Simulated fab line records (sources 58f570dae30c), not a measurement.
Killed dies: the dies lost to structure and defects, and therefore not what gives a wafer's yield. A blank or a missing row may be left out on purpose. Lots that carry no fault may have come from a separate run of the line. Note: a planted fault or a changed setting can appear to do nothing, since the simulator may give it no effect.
Chamber matching :: flow berkeley cmos170 :: UCB170_GATE_ETCH_15 on rie si-01: 4 sister chambers
The step etches poly-Si in HBr/Cl2, stops on SiO2, time 56.3 s, target depth 278.2 nm. 4 wafers are shown with their chamber, then 7 later ones without.

WAFERS PAIRED WITH THEIR CHAMBERS
wafer: L585.6
chamber: 0
throttle valve pct (%): 26.60

wafer: L589.4
chamber: 3
throttle valve pct (%): 26.05

wafer: L596.1
chamber: 2
throttle valve pct (%): 26.47

wafer: L596.4
chamber: 1
throttle valve pct (%): 26.54

WAFERS MISSING THEIR CHAMBER
wafer: L596.5
throttle valve pct (%): 26.05

wafer: L600.3
throttle valve pct (%): 26.05

wafer: L600.4
throttle valve pct (%): 26.54

wafer: L600.6
throttle valve pct (%): 26.04

wafer: L604.2
throttle valve pct (%): 26.47

wafer: L604.3
throttle valve pct (%): 26.05

wafer: L604.4
throttle valve pct (%): 26.54

WHICH CHAMBER EACH WENT THROUGH
wafer: L596.5
from the rows above: 3
in truth: 3

wafer: L600.3
from the rows above: 3
in truth: 3

wafer: L600.4
from the rows above: 1
in truth: 1

wafer: L600.6
from the rows above: 3
in truth: 3

wafer: L604.2
from the rows above: 2
in truth: 2

wafer: L604.3
from the rows above: 3
in truth: 3

wafer: L604.4
from the rows above: 1
in truth: 1
7 of 7 placed correctly. Not placeable from these rows: 0. Wrongly placed: 0.
How it was worked out, from the rows above alone: a wafer's distance from a chamber is the root of the sum, over the readings, of the square of ((its reading less the chamber's mean) divided by the reading's scatter). If the next closest chamber is less than 2 further off than the closest, the wafer can't be placed; otherwise it belongs to the closest. A chamber's mean is the mean of its shown wafers. The scatter: with one shown wafer a chamber, the root of the mean of the squares of how far each hidden wafer lies from its nearest shown one.
